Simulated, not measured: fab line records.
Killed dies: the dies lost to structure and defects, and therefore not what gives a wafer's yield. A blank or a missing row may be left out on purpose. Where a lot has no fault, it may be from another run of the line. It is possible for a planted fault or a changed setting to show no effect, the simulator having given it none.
fab line records + flow rit-cmos
[record]
- lots = 14
- wafers = 42
- last-day = 7
route steps=202 shown PRETRO@72 GATE@93 M1@198
lots untouched by any fault: they come from a run of this same line in which no faults occurred
start-h: start of the lot's first displayed wafer, in hours after the record's first day + wait-h: hours from the lot's prior step to this one + " the same as in the row above + L1.1+2: a single row standing in for several wafers + - no value present, or no start provided + * or withheld: withheld + < > ~ a bound
route shown NAME@n: names a module that has steps shown in the file, with the first one's number in the route + usual: mean/standard deviation of fault-free wafers + same: alike in all rows + chamber/n: place in a boat + sites: the reading at each site + _std_site: the standard deviation of these + _edge_site: mean of outer sites minus mean of inner sites + radius-mm: for every site, how far away it sits from the centre of the wafer + mask NAME#n: copy n + behind: the most recent tool/chamber to have shaped the wafer + hold: why the lot went on hold/how many hours it stayed there/how the hold came to an end + device: whichever transistor did not switch (one of n, p or np) + end of line: tests of these same wafers at the route's end + for a step that has no rows: nothing shown but its recipe + killed: dies that structure and defects cost at the first sort, which is not the same as the wafer's yield + map: a wafer's dies, x killed, . not, _ none there
set.NAME: the setting the step ran with; set.NAME@STEP: the setting that earlier step ran with + model.NAME: the simulator's own value behind a step, which no gauge read
one table for each step of the route and one row for each wafer, over a sample of lots
services: when a tool's chamber went out of use (start-h, in hours from the record's first day, below 0 if earlier), for how many hours, and the reason
[[steps]]
[step RIT_PRETRO_IMPLANT_08]
[recipe]
- species = B
- energy-kev = 45
- dose-cm2 = 1.2e+13
- tilt-deg = 7
[usual]
- dose-ions-cm2 = 1.1999e+13/1.2e+10
- faraday-current-uA = 38.1/0.67
| lot.wafer | tool         | chamber | start-h | wait-h | dose-ions-cm2 | faraday-current-uA |
|-----------|--------------|---------|---------|--------|---------------|--------------------|
| L872.2    | implanter-04 | 0       | 32.51   | 0.2    | 1.2008e+13    | 38.4               |
| L872.4    | "            | 0       | "       | "      | 1.1974e+13    | 38.5               |
| L872.5    | "            | 0       | "       | "      | 1.199e+13     | 38.4               |
| L873.2    | implanter-02 | 0       | 38.56   | 0.2    | 1.1987e+13    | 38.6               |
| L873.5    | "            | 0       | "       | "      | 1.1994e+13    | 38.6               |
| L873.6    | "            | 0       | "       | "      | 1.2012e+13    | 37.3               |
| L874.2    | implanter-04 | 0       | 43.12   | 0.2    | 1.1991e+13    | 36.9               |
| L874.5    | "            | 0       | "       | "      | 1.1999e+13    | 39.2               |
| L874.6    | "            | 0       | "       | "      | 1.2009e+13    | 38.3               |
| L875.2    | implanter-04 | 0       | 48.38   | 0.2    | 6.587e+12     | 20.2               |
| L875.5    | "            | 0       | "       | "      | 6.585e+12     | 20.8               |
| L875.6    | "            | 0       | "       | "      | 6.594e+12     | 21.0               |
| L876.3    | implanter-01 | 0       | 53.33   | 0.2    | 1.2021e+13    | 38.4               |
| L876.4    | "            | 0       | "       | "      | 1.203e+13     | 39.2               |
| L876.5    | "            | 0       | "       | "      | 1.2009e+13    | 38.3               |
| L877.2    | implanter-04 | 0       | 57.03   | 0.2    | 6.589e+12     | 20.7               |
| L877.5    | "            | 0       | "       | "      | 6.61e+12      | 20.4               |
| L877.6    | "            | 0       | "       | "      | 6.625e+12     | 21.0               |
| L882.1    | implanter-01 | 0       | 84.08   | 0.2    | 1.1997e+13    | 37.5               |
| L882.5    | "            | 0       | "       | "      | 1.1986e+13    | 39.3               |
| L882.6    | "            | 0       | "       | "      | 1.1993e+13    | 37.7               |
| L884.3    | implanter-02 | 0       | 94.04   | 0.2    | 1.1986e+13    | 37.7               |
| L884.4    | "            | 0       | "       | "      | 1.1996e+13    | 37.6               |
| L884.6    | "            | 0       | "       | "      | 1.1982e+13    | 37.7               |
| L886.3    | implanter-02 | 0       | 105.56  | 0.2    | 1.201e+13     | 39.7               |
| L886.4    | "            | 0       | "       | "      | 1.2009e+13    | 37.2               |
| L886.5    | "            | 0       | "       | "      | 1.1984e+13    | 37.7               |
| L888.1    | implanter-01 | 0       | 114.63  | 0.2    | 1.2007e+13    | 37.5               |
| L888.4    | "            | 0       | "       | "      | 1.1995e+13    | 37.2               |
| L888.5    | "            | 0       | "       | "      | 1.199e+13     | 39.1               |
| L890.1    | implanter-04 | 0       | 121.88  | 0.2    | 1.1998e+13    | 37.5               |
| L890.2    | "            | 0       | "       | "      | 1.1997e+13    | 37.9               |
| L890.6    | "            | 0       | "       | "      | 1.1986e+13    | 39.2               |
| L891.1    | implanter-02 | 0       | 129.76  | 0.2    | 1.2001e+13    | 37.2               |
| L891.2    | "            | 0       | "       | "      | 1.197e+13     | 37.7               |
| L891.5    | "            | 0       | "       | "      | 1.2023e+13    | 38.3               |
| L894.2    | implanter-04 | 0       | 142.40  | 0.2    | 1.2025e+13    | 39.4               |
| L894.3    | "            | 0       | "       | "      | 1.2005e+13    | 38.4               |
| L894.5    | "            | 0       | "       | "      | 1.2012e+13    | 38.7               |
| L895.3    | implanter-02 | 0       | 149.86  | 0.2    | 1.2001e+13    | 39.7               |
| L895.5    | "            | 0       | "       | "      | 1.2001e+13    | 38.4               |
| L895.6    | "            | 0       | "       | "      | 1.2003e+13    | 36.9               |
[step RIT_PRETRO_STRIP_09]
[recipe]
- chemistry = O2
- time-s = 180
- resist = NOVOLAK
- platen-temp-c = withheld
- power-w = 500
- pressure-mtorr = 4000
- o2-flow-sccm = 4000
[usual]
- drypump-motor-current-A = 5.6/0.51
| lot.wafer | tool            | chamber | start-h | wait-h | drypump-motor-current-A | rf-hours-counter-h |
|-----------|-----------------|---------|---------|--------|-------------------------|--------------------|
| L872.2    | plasma-asher-03 | 1       | 32.64   | 0.1    | 5.5                     | 38                 |
| L872.4    | "               | 0       | "       | "      | 5.3                     | -                  |
| L872.5    | "               | 1       | "       | "      | 5.5                     | -                  |
| L873.2    | plasma-asher-02 | 1       | 38.69   | 0.1    | 5.1                     | 41                 |
| L873.5    | "               | 1       | "       | "      | 5.1                     | -                  |
| L873.6    | "               | 0       | "       | "      | 5.4                     | -                  |
| L874.2    | plasma-asher-02 | 1       | 43.24   | 0.1    | 5.1                     | 42                 |
| L874.5    | "               | 1       | "       | "      | 5.1                     | -                  |
| L874.6    | "               | 0       | "       | "      | 5.4                     | -                  |
| L875.2    | plasma-asher-04 | 1       | 48.50   | 0.1    | 6.6                     | 38                 |
| L875.5    | "               | 1       | "       | "      | 6.7                     | -                  |
| L875.6    | "               | 0       | "       | "      | 5.4                     | -                  |
| L876.3    | plasma-asher-04 | 0       | 53.49   | 0.1    | 5.4                     | -                  |
| L876.4    | "               | 1       | "       | "      | 6.6                     | -                  |
| L876.5    | "               | 1       | "       | "      | 6.6                     | -                  |
| L877.2    | plasma-asher-04 | 1       | 57.15   | 0.1    | 6.6                     | 40                 |
| L877.5    | "               | 1       | "       | "      | 6.6                     | -                  |
| L877.6    | "               | 0       | "       | "      | 5.4                     | -                  |
| L882.1    | plasma-asher-03 | 0       | 84.23   | 0.1    | 5.3                     | 44                 |
| L882.5    | "               | 1       | "       | "      | 5.5                     | -                  |
| L882.6    | "               | 0       | "       | "      | 5.3                     | -                  |
| L884.3    | plasma-asher-03 | 1       | 94.20   | 0.1    | 5.5                     | -                  |
| L884.4    | "               | 0       | "       | "      | 5.3                     | -                  |
| L884.6    | "               | 1       | "       | "      | 5.5                     | -                  |
| L886.3    | plasma-asher-04 | 0       | 105.72  | 0.1    | 5.4                     | -                  |
| L886.4    | "               | 1       | "       | "      | 6.6                     | -                  |
| L886.5    | "               | 1       | "       | "      | 6.6                     | -                  |
| L888.1    | plasma-asher-02 | 1       | 114.78  | 0.1    | 5.1                     | 48                 |
| L888.4    | "               | 0       | "       | "      | 5.4                     | -                  |
| L888.5    | "               | 1       | "       | "      | 5.1                     | -                  |
| L890.1    | plasma-asher-03 | 0       | 122.03  | 0.1    | 5.3                     | 0                  |
| L890.2    | "               | 1       | "       | "      | 5.5                     | 0                  |
| L890.6    | "               | 1       | "       | "      | 5.5                     | -                  |
| L891.1    | plasma-asher-02 | 0       | 129.91  | 0.1    | 5.4                     | 49                 |
| L891.2    | "               | 1       | "       | "      | 5.1                     | 49                 |
| L891.5    | "               | 0       | "       | "      | 5.4                     | -                  |
| L894.2    | plasma-asher-03 | 0       | 142.53  | 0.1    | 5.3                     | 2                  |
| L894.3    | "               | 0       | "       | "      | 5.3                     | -                  |
| L894.5    | "               | 0       | "       | "      | 5.3                     | -                  |
| L895.3    | plasma-asher-04 | 0       | 150.02  | 0.1    | 5.4                     | -                  |
| L895.5    | "               | 1       | "       | "      | 6.6                     | -                  |
| L895.6    | "               | 0       | "       | "      | 5.4                     | -                  |
[step RIT_PRETRO_TW_MEAS_10]
[usual]
- PRETRO_TW = 474/4.1
| lot.wafer | tool          | chamber | start-h | wait-h | PRETRO_TW |
|-----------|---------------|---------|---------|--------|-----------|
| L872.2    | film-metro-01 | -       | 32.82   | 0.1    | 475       |
| L872.4    | "             | -       | "       | "      | 477       |
| L872.5    | "             | -       | "       | "      | 476       |
| L873.2    | film-metro-02 | -       | 38.87   | 0.1    | 472       |
| L873.5    | "             | -       | "       | "      | 475       |
| L873.6    | "             | -       | "       | "      | 473       |
| L874.2    | film-metro-03 | -       | 43.43   | 0.1    | 468       |
| L874.5    | "             | -       | "       | "      | 467       |
| L874.6    | "             | -       | "       | "      | 470       |
| L875.2    | film-metro-02 | -       | 48.69   | 0.1    | 393       |
| L875.5    | "             | -       | "       | "      | 393       |
| L875.6    | "             | -       | "       | "      | 393       |
| L876.3    | film-metro-03 | -       | 53.63   | 0.1    | 470       |
| L876.4    | "             | -       | "       | "      | 471       |
| L876.5    | "             | -       | "       | "      | 474       |
| L877.2    | film-metro-02 | -       | 57.34   | 0.1    | 394       |
| L877.5    | "             | -       | "       | "      | 394       |
| L877.6    | "             | -       | "       | "      | 394       |
| L882.1    | film-metro-02 | -       | 84.40   | 0.1    | 471       |
| L882.5    | "             | -       | "       | "      | 470       |
| L882.6    | "             | -       | "       | "      | 472       |
| L884.3    | film-metro-01 | -       | 94.34   | 0.1    | 477       |
| L884.4    | "             | -       | "       | "      | 477       |
| L884.6    | "             | -       | "       | "      | 479       |
| L886.3    | film-metro-01 | -       | 105.85  | 0.1    | 479       |
| L886.4    | "             | -       | "       | "      | 482       |
| L886.5    | "             | -       | "       | "      | 477       |
| L888.1    | film-metro-01 | -       | 114.96  | 0.1    | 478       |
| L888.4    | "             | -       | "       | "      | 480       |
| L888.5    | "             | -       | "       | "      | 478       |
| L890.1    | film-metro-01 | -       | 122.20  | 0.1    | 477       |
| L890.2    | "             | -       | "       | "      | 475       |
| L890.6    | "             | -       | "       | "      | 477       |
| L891.1    | film-metro-02 | -       | 130.08  | 0.1    | 477       |
| L891.2    | "             | -       | "       | "      | 477       |
| L891.5    | "             | -       | "       | "      | 479       |
| L894.2    | film-metro-01 | -       | 142.71  | 0.1    | 477       |
| L894.3    | "             | -       | "       | "      | 475       |
| L894.5    | "             | -       | "       | "      | 479       |
| L895.3    | film-metro-01 | -       | 150.15  | 0.1    | 476       |
| L895.5    | "             | -       | "       | "      | 474       |
| L895.6    | "             | -       | "       | "      | 474       |
[step RIT_GATE_OVL_MEAS_17]
[usual]
- GATE_OVL = 0.8/1.6
| lot.wafer | tool       | chamber | start-h | wait-h | GATE_OVL[nm] |
|-----------|------------|---------|---------|--------|--------------|
| L872.2    | overlay-01 | -       | 37.54   | 0.1    | -0.6         |
| L872.4    | "          | -       | "       | "      | 2.2          |
| L872.5    | "          | -       | "       | "      | 1.4          |
| L873.2    | overlay-01 | -       | 45.66   | 0.1    | 1.2          |
| L873.5    | "          | -       | "       | "      | 1.1          |
| L873.6    | "          | -       | "       | "      | 0.4          |
| L874.2    | overlay-02 | -       | 49.28   | 0.1    | 0.5          |
| L874.5    | "          | -       | "       | "      | 0.7          |
| L874.6    | "          | -       | "       | "      | 1.1          |
| L875.2    | overlay-01 | -       | 58.45   | 0.1    | 2.0          |
| L875.5    | "          | -       | "       | "      | 1.9          |
| L875.6    | "          | -       | "       | "      | 2.1          |
| L876.3    | overlay-01 | -       | 62.85   | 0.1    | 0.1          |
| L876.4    | "          | -       | "       | "      | 2.1          |
| L876.5    | "          | -       | "       | "      | 0.1          |
| L877.2    | overlay-02 | -       | 64.56   | 0.1    | 0.4          |
| L877.5    | "          | -       | "       | "      | 2.9          |
| L877.6    | "          | -       | "       | "      | 1.0          |
| L882.1    | overlay-02 | -       | 92.52   | 0.1    | 1.4          |
| L882.5    | "          | -       | "       | "      | 1.2          |
| L882.6    | "          | -       | "       | "      | 3.1          |
| L884.3    | overlay-02 | -       | 102.75  | 0.1    | 0.5          |
| L884.4    | "          | -       | "       | "      | -0.5         |
| L884.6    | "          | -       | "       | "      | 0.7          |
| L886.3    | overlay-01 | -       | 112.69  | 0.1    | 2.3          |
| L886.4    | "          | -       | "       | "      | 2.3          |
| L886.5    | "          | -       | "       | "      | 1.2          |
| L888.1    | overlay-01 | -       | 123.98  | 0.1    | -0.3         |
| L888.4    | "          | -       | "       | "      | 0.4          |
| L888.5    | "          | -       | "       | "      | 0.7          |
| L890.1    | overlay-02 | -       | 127.11  | 0.1    | 1.6          |
| L890.2    | "          | -       | "       | "      | 0.7          |
| L890.6    | "          | -       | "       | "      | -0.5         |
| L891.1    | overlay-01 | -       | 138.01  | 0.1    | 1.3          |
| L891.2    | "          | -       | "       | "      | 3.2          |
| L891.5    | "          | -       | "       | "      | 1.9          |
| L894.2    | overlay-01 | -       | 147.88  | 0.1    | 0.1          |
| L894.3    | "          | -       | "       | "      | 2.6          |
| L894.5    | "          | -       | "       | "      | 1.7          |
| L895.3    | overlay-02 | -       | 156.14  | 0.1    | 0.8          |
| L895.5    | "          | -       | "       | "      | 1.2          |
| L895.6    | "          | -       | "       | "      | 2.5          |
[step RIT_M1_STRIP_14]
[recipe]
- chemistry = O2
- time-s = 180
- platen-temp-c = withheld
- power-w = 500
- pressure-mtorr = 4000
- o2-flow-sccm = 4000
[usual]
- drypump-motor-current-A = 5.7/0.66
| lot.wafer | tool            | chamber | start-h | wait-h | drypump-motor-current-A | rf-hours-counter-h |
|-----------|-----------------|---------|---------|--------|-------------------------|--------------------|
| L872.2    | plasma-asher-04 | 0       | 55.75   | 0.0    | 5.4                     | 39                 |
| L872.4    | "               | 1       | "       | "      | 6.6                     | -                  |
| L872.5    | "               | 0       | "       | "      | 5.4                     | -                  |
| L873.2    | plasma-asher-04 | 0       | 63.96   | 0.0    | 5.4                     | 40                 |
| L873.5    | "               | 0       | "       | "      | 5.4                     | -                  |
| L873.6    | "               | 1       | "       | "      | 6.7                     | -                  |
| L874.2    | plasma-asher-04 | 1       | 71.30   | 0.0    | 6.6                     | 41                 |
| L874.5    | "               | 0       | "       | "      | 5.4                     | -                  |
| L874.6    | "               | 1       | "       | "      | 6.6                     | -                  |
| L875.2    | plasma-asher-01 | 1       | 77.33   | 0.0    | 6.4                     | 30                 |
| L875.5    | "               | 0       | "       | "      | 4.9                     | -                  |
| L875.6    | "               | 1       | "       | "      | 6.4                     | -                  |
| L876.3    | plasma-asher-04 | 1       | 80.79   | 0.1    | 6.6                     | -                  |
| L876.4    | "               | 0       | "       | "      | 5.4                     | -                  |
| L876.5    | "               | 0       | "       | "      | 5.4                     | -                  |
| L877.2    | plasma-asher-04 | 1       | 84.11   | 0.0    | 6.7                     | 43                 |
| L877.5    | "               | 1       | "       | "      | 6.6                     | -                  |
| L877.6    | "               | 0       | "       | "      | 5.4                     | -                  |
| L882.1    | plasma-asher-01 | 0       | 110.67  | 0.0    | 4.9                     | 34                 |
| L882.5    | "               | 1       | "       | "      | 6.4                     | -                  |
| L882.6    | "               | 0       | "       | "      | 4.9                     | -                  |
| L884.3    | plasma-asher-01 | 1       | 120.88  | 0.1    | 6.3                     | -                  |
| L884.4    | "               | 0       | "       | "      | 4.9                     | -                  |
| L884.6    | "               | 0       | "       | "      | 4.9                     | -                  |
| L886.3    | plasma-asher-02 | 0       | 131.06  | 0.1    | 5.4                     | -                  |
| L886.4    | "               | 1       | "       | "      | 5.1                     | -                  |
| L886.5    | "               | 0       | "       | "      | 5.4                     | -                  |
| L888.1    | plasma-asher-01 | 0       | 142.52  | 0.0    | 4.9                     | 37                 |
| L888.4    | "               | 1       | "       | "      | 6.4                     | -                  |
| L888.5    | "               | 1       | "       | "      | 6.4                     | -                  |
| L890.1    | plasma-asher-01 | 0       | 146.46  | 0.0    | 4.9                     | 38                 |
| L890.2    | "               | 1       | "       | "      | 6.3                     | 38                 |
| L890.6    | "               | 1       | "       | "      | 6.4                     | -                  |
| L891.1    | plasma-asher-02 | 0       | 156.44  | 0.0    | 5.4                     | 52                 |
| L891.2    | "               | 1       | "       | "      | 5.1                     | 52                 |
| L891.5    | "               | 1       | "       | "      | 5.1                     | -                  |
| L894.2    | plasma-asher-02 | 1       | 167.30  | 0.0    | 5.1                     | 53                 |
| L894.3    | "               | 0       | "       | "      | 5.4                     | -                  |
| L894.5    | "               | 0       | "       | "      | 5.4                     | -                  |
| L895.3    | plasma-asher-01 | 0       | 174.27  | 0.1    | 4.9                     | -                  |
| L895.5    | "               | 1       | "       | "      | 6.4                     | -                  |
| L895.6    | "               | 0       | "       | "      | 4.9                     | -                  |
[[services]]
| tool            | chamber | start-h | hours | kind       |
|-----------------|---------|---------|-------|------------|
| implanter-01    | -       | 8.98    | 2.2   | repair     |
| plasma-asher-04 | -       | 21.83   | 2.8   | pm         |
| implanter-01    | -       | 32.01   | 1.9   | repair     |
| plasma-asher-02 | -       | 71.80   | 14.6  | pm         |
| implanter-02    | -       | 82.09   | 4.3   | repair     |
| plasma-asher-03 | -       | 88.64   | 1.2   | repair     |
| plasma-asher-03 | -       | 108.75  | 9.0   | pm         |
| plasma-asher-03 | 0       | 108.75  | 9.0   | vent-cycle |
| plasma-asher-03 | 1       | 108.75  | 9.0   | vent-cycle |
| implanter-02    | -       | 116.09  | 2.6   | repair     |
| plasma-asher-03 | 0       | 117.75  | -     | clean      |
| plasma-asher-03 | 1       | 117.75  | -     | clean      |
| implanter-02    | -       | 118.66  | 6.6   | pm         |
| implanter-04    | -       | 131.88  | 6.2   | repair     |
| implanter-02    | -       | 145.86  | 2.5   | repair     |
| implanter-04    | -       | 159.95  | 5.9   | pm         |
[[key]]
[first-sign]
- step = RIT_PRETRO_IMPLANT_08
- reading = dose-ions-cm2
- direction = down
- sigmas = 99+
- usual = 1.1999e+13
- struck = 6.598e+12
[effect]
- step = RIT_PRETRO_IMPLANT_08
- reading = faraday-current-uA
- direction = down
- sigmas = 26
- usual = 38.1
- struck = 20.7
[effect]
- step = RIT_PRETRO_TW_MEAS_10
- reading = PRETRO_TW
- direction = down
- sigmas = 20
- usual = 474
- struck = 394
met-at RIT_PRETRO_IMPLANT_08
struck-lots L875,L877
tester-left-out L875,L877
not-acting-at RIT_PRETRO_STRIP_09,RIT_GATE_OVL_MEAS_17,RIT_M1_STRIP_14
onset-between 43.12 48.38
[fault]
- kind = process-parameter-drift
- tool = implanter-04
- chamber = -
- onset-h = 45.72
- steps = RIT_PRETRO_IMPLANT_08
- channel = dose-cm2
- offset = -5.4e+12
- shape = step
- end-h = 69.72
- acts-in = these-recipes-only
- stated = 1.2e+13
// tester-left-out: of these lots the tester's yield and bins aren't shown, on N5 and GAA mostly nor the transistor test; their killed dies are dies lost to structure and defects alone, not to doping, threshold or leakage, so they don't give the yield
